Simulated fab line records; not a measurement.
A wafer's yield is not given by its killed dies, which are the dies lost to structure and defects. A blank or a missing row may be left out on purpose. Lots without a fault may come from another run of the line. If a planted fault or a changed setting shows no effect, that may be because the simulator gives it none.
fab line records    flow rit-cmos
record: lots: 15  wafers: 45  last-day: 7
route steps=202 shown NRETRO@54 PRETRO@74 M1@202
lots that met no fault: from a run of the same line without faults
start-h: start of the lot's first displayed wafer, in hours after the record's first day    wait-h: how many hours have passed since the lot's step before this one    " unchanged from the row above    L1.1+2: several wafers, shown together as one row    - no value, or no start was given    * or withheld: withheld    < > ~ a bound
route shown NAME@n: names a module that has steps shown in the file, with the first one's number in the route    usual: mean/standard deviation of fault-free wafers    same: alike in all rows    chamber/n: place in a boat    sites: the reading at each site    _std_site: their standard deviation    _edge_site: outer sites' mean less inner sites'    radius-mm: how far each site lies from the wafer's centre    mask NAME#n: copy n    behind: the last tool/chamber to shape the wafer    hold: cause of the lot's hold/its duration in hours/its outcome    device: the transistor (n, p or np) that didn't switch    end of line: the tests these same wafers got at the end of their route    where a step has no rows: the recipe by itself    killed: at the first sort, the dies lost to defects and structure; wafer yield is something else    map: dies across one wafer; x = killed, . = not, _ = none there
set.NAME: the setting the step ran with; set.NAME@STEP: the setting that earlier step ran with    model.NAME: the simulator's own value behind a step, which no gauge read
a sample of lots followed through the steps of the route, with each step as a table and each wafer as a row
== steps ==
step: RIT_NRETRO_COAT_01
recipe: resist: NOVOLAK  spin-rpm: 2000  resist-thk-nm: 1300
usual: chill-plate-temp-C: 23.01/0.11  dispense-pressure-kPa: 50.9/1.7
lot.wafer  tool            chamber  start-h  wait-h  chill-plate-temp-C  dispense-pressure-kPa
L488.1     litho-track-02  0        33.61    0.1     23.13               50.7
L488.4     "               0        "        "       23.04               50.7
L488.5     "               0        "        "       23.13               50.7
L489.1     litho-track-03  0        37.53    0.1     23.00               52.8
L489.2     "               0        "        "       23.12               52.7
L489.5     "               0        "        "       23.06               52.8
L491.1     litho-track-02  0        46.08    0.1     22.89               50.6
L491.5     "               0        "        "       22.79               50.7
L491.6     "               0        "        "       22.74               50.6
L492.2     litho-track-03  0        50.61    0.1     23.09               52.7
L492.4     "               0        "        "       23.09               52.8
L492.6     "               0        "        "       23.02               52.8
L493.2     litho-track-02  0        55.67    0.1     22.99               50.6
L493.3     "               0        "        "       23.05               50.7
L493.5     "               0        "        "       23.08               50.6
L494.2     litho-track-02  0        60.69    0.1     23.12               50.7
L494.3     "               0        "        "       23.23               50.6
L494.6     "               0        "        "       23.09               50.6
L495.3     litho-track-03  0        65.80    0.1     23.08               52.8
L495.5     "               0        "        "       23.04               52.8
L495.6     "               0        "        "       22.99               52.8
L497.1     litho-track-04  0        77.54    0.1     23.07               48.2
L497.3     "               0        "        "       22.96               48.2
L497.5     "               0        "        "       22.93               48.2
L498.4     litho-track-03  0        82.29    0.1     22.80               52.8
L498.5     "               0        "        "       23.03               52.8
L498.6     "               0        "        "       22.96               52.8
L499.1     litho-track-04  0        88.30    0.1     22.94               48.2
L499.2     "               0        "        "       22.89               48.2
L499.5     "               0        "        "       22.88               48.2
L500.4     litho-track-04  0        92.75    0.1     23.14               48.2
L500.5     "               0        "        "       22.98               48.2
L500.6     "               0        "        "       23.02               48.2
L506.1     litho-track-02  0        123.07   0.1     22.99               50.7
L506.3     "               0        "        "       23.00               50.7
L506.4     "               0        "        "       23.03               50.7
L508.1     litho-track-02  -        134.10   0.1     -                   -
L508.3     "               -        "        "       -                   -
L508.5     "               -        "        "       -                   -
L509.1     litho-track-03  -        138.53   0.1     -                   -
L509.4     "               -        "        "       -                   -
L509.5     "               -        "        "       -                   -
L510.4     litho-track-04  -        140.51   0.1     -                   -
L510.5     "               -        "        "       -                   -
L510.6     "               -        "        "       -                   -
step: RIT_NRETRO_OVL_MEAS_06
usual: NRETRO_OVL: -1.4/1.4
lot.wafer  tool        chamber  start-h  wait-h  NRETRO_OVL[nm]
L488.1     overlay-01  -        34.47    -       -1.5
L488.4     "           -        "        "       -1.1
L488.5     "           -        "        "       -0.3
L489.1     overlay-02  -        38.38    -       -1.2
L489.2     "           -        "        "       -0.2
L489.5     "           -        "        "       0.3
L491.1     overlay-01  -        46.81    -       1.0
L491.5     "           -        "        "       0.3
L491.6     "           -        "        "       0.5
L492.2     overlay-02  -        51.44    -       1.0
L492.4     "           -        "        "       0.1
L492.6     "           -        "        "       -0.8
L493.2     overlay-02  -        56.51    -       -2.4
L493.3     "           -        "        "       -2.3
L493.5     "           -        "        "       -1.8
L494.2     overlay-01  -        61.56    -       -1.4
L494.3     "           -        "        "       -3.0
L494.6     "           -        "        "       -1.5
L495.3     overlay-01  -        66.49    -       0.0
L495.5     "           -        "        "       -2.6
L495.6     "           -        "        "       -2.1
L497.1     overlay-01  -        78.27    -       1.0
L497.3     "           -        "        "       1.0
L497.5     "           -        "        "       -1.0
L498.4     overlay-01  -        83.22    -       -1.1
L498.5     "           -        "        "       -0.7
L498.6     "           -        "        "       -0.8
L499.1     overlay-01  -        89.15    -       -2.8
L499.2     "           -        "        "       -2.1
L499.5     "           -        "        "       -2.6
L500.4     overlay-01  -        93.55    -       -2.4
L500.5     "           -        "        "       -4.1
L500.6     "           -        "        "       -2.5
L506.1     overlay-01  -        123.92   -       -2.1
L506.3     "           -        "        "       -0.8
L506.4     "           -        "        "       -2.9
L508.1     overlay-01  -        135.01   -       -
L508.3     "           -        "        "       -
L508.5     "           -        "        "       -
L509.1     overlay-01  -        139.39   -       -
L509.4     "           -        "        "       -
L509.5     "           -        "        "       -
L510.4     overlay-01  -        141.23   -       -
L510.5     "           -        "        "       -
L510.6     "           -        "        "       -
step: RIT_PRETRO_TW_MEAS_10
usual: PRETRO_TW: 472.9/2.2
lot.wafer  tool           chamber  start-h  wait-h  PRETRO_TW
L488.1     film-metro-02  -        36.81    0.1     472.3
L488.4     "              -        "        "       471.2
L488.5     "              -        "        "       471.7
L489.1     film-metro-02  -        40.74    0.1     472.8
L489.2     "              -        "        "       471.9
L489.5     "              -        "        "       473.2
L491.1     film-metro-01  -        49.16    0.1     473.2
L491.5     "              -        "        "       471.4
L491.6     "              -        "        "       473.5
L492.2     film-metro-02  -        53.62    0.1     476.7
L492.4     "              -        "        "       476.4
L492.6     "              -        "        "       475.2
L493.2     film-metro-01  -        58.80    0.1     471.3
L493.3     "              -        "        "       473.1
L493.5     "              -        "        "       474.0
L494.2     film-metro-02  -        63.72    0.1     475.8
L494.3     "              -        "        "       473.6
L494.6     "              -        "        "       476.1
L495.3     film-metro-03  -        68.66    0.1     472.9
L495.5     "              -        "        "       471.4
L495.6     "              -        "        "       471.0
L497.1     film-metro-01  -        80.56    0.1     470.8
L497.3     "              -        "        "       470.1
L497.5     "              -        "        "       470.3
L498.4     film-metro-01  -        85.52    0.1     468.7
L498.5     "              -        "        "       468.0
L498.6     "              -        "        "       470.8
L499.1     film-metro-03  -        91.44    0.1     475.9
L499.2     "              -        "        "       476.2
L499.5     "              -        "        "       474.1
L500.4     film-metro-03  -        95.85    0.1     470.4
L500.5     "              -        "        "       472.5
L500.6     "              -        "        "       472.8
L506.1     film-metro-01  -        126.21   0.1     471.6
L506.3     "              -        "        "       471.2
L506.4     "              -        "        "       469.9
L508.1     film-metro-03  -        137.17   0.1     1063.4
L508.3     "              -        "        "       1066.1
L508.5     "              -        "        "       1065.5
L509.1     film-metro-03  -        141.55   0.1     1065.7
L509.4     "              -        "        "       1070.3
L509.5     "              -        "        "       1073.2
L510.4     film-metro-03  -        143.53   0.1     1072.4
L510.5     "              -        "        "       1074.6
L510.6     "              -        "        "       1079.6
step: RIT_M1_PROBE_99
usual: killed-at-contacts: 0.1/0.23  killed-at-front-end: 6.7/2.7  killed-dies: 6.7/2.7  killed-on-rim: 1.8/1.2  killed-open: 3.2/1.8  killed-short: 3.5/1.9
same: gross-dies: 264  killed_at_M0_to_M3: 0  killed_at_M4_up: 0  killed-at-back-side: 0  killed-at-other: 0
lot.wafer  tool       chamber  start-h  wait-h  killed-at-contacts  killed-at-front-end  killed-dies  killed-on-rim  killed-open  killed-short
L508.1     prober-02  -        166.14   0.1     0                   264                  264          70             1            4
L508.3     prober-02  -        166.24   0.2     0                   264                  264          70             0            3
L508.5     prober-02  -        166.34   0.2     0                   264                  264          70             5            2
L509.1     prober-01  -        169.57   0.1     0                   264                  264          70             1            2
L509.4     prober-01  -        169.72   0.2     0                   264                  264          70             1            2
L509.5     prober-01  -        169.77   0.2     0                   264                  264          70             4            1
L510.4     prober-02  -        171.22   0.2     0                   264                  264          70             5            6
L510.5     prober-02  -        171.27   0.2     0                   264                  264          70             7            1
L510.6     prober-02  -        171.32   0.2     0                   264                  264          70             3            3
killed by level:class
L508.1 NRETRO:area-expose=259 FOX1:geometric-particle:short=1 GATE:geometric-particle:short=1 GATE:geometric-particle:open=1 REOX:geometric-particle:short=1 SPACER:geometric-particle:short=1
L508.3 NRETRO:area-expose=261 GATE:geometric-particle:short=1 SPACER:geometric-particle:short=1 SILICIDE:geometric-particle:short=1
L508.5 NRETRO:area-expose=257 GATE:geometric-particle:open=4 FOX1:geometric-particle:open=1 GATE:geometric-particle:short=1 SPACER:geometric-particle:short=1
L509.1 NRETRO:area-expose=261 REOX:geometric-particle:short=1 SPACER:geometric-particle:open=1 SILICIDE:geometric-particle:short=1
L509.4 NRETRO:area-expose=261 GATE:geometric-particle:short=2 SPACER:geometric-particle:open=1
L509.5 NRETRO:area-expose=259 FOX1:geometric-particle:open=2 SILICIDE:geometric-particle:open=2 GATE:geometric-particle:short=1
L510.4 NRETRO:area-expose=253 GATE:geometric-particle:short=5 FOX1:geometric-particle:open=2 FOX1:geometric-particle:short=1 FOX2:geometric-particle:open=1 GATE:geometric-particle:open=1 REOX:geometric-particle:open=1
L510.5 NRETRO:area-expose=256 GATE:geometric-particle:open=5 GATE:geometric-particle:short=1 REOX:geometric-particle:open=1 SILICIDE:geometric-particle:open=1
L510.6 NRETRO:area-expose=258 SILICIDE:geometric-particle:open=2 FOX1:geometric-particle:short=1 FOX1:geometric-particle:open=1 FOX2:geometric-particle:short=1 SPACER:geometric-particle:short=1
== key ==
first-sign: step: RIT_NRETRO_COAT_01  reading: tool-record  direction: missing
effect: step: RIT_NRETRO_OVL_MEAS_06  reading: NRETRO_OVL  direction: missing
effect: step: RIT_PRETRO_TW_MEAS_10  reading: PRETRO_TW  direction: up  sigmas: 99+  usual: 472.9  struck: 1070.1
effect: step: RIT_M1_PROBE_99  reading: killed-at-front-end  direction: up  sigmas: 96  usual: 6.7  struck: 264
more-kills-born-at: RIT_NRETRO_EXPOSE_03@iline-stepper-01: 1548  RIT_NRETRO_EXPOSE_03@iline-stepper-02: 777
met-at RIT_NRETRO_COAT_01
struck-lots L508,L509,L510
tester-left-out L508,L509,L510
onset-between 123.07 134.10
fault: kind: skipped-step-whole  tool: litho-track-02,litho-track-03,litho-track-04  chamber: -  onset-h: 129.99  steps: RIT_NRETRO_COAT_01  scope: struck-lots-only
tester-left-out: of these lots the tester's yield and bins aren't shown, on N5 and GAA mostly nor the transistor test; their killed dies are dies lost to structure and defects alone, not to doping, threshold or leakage, so they don't give the yield
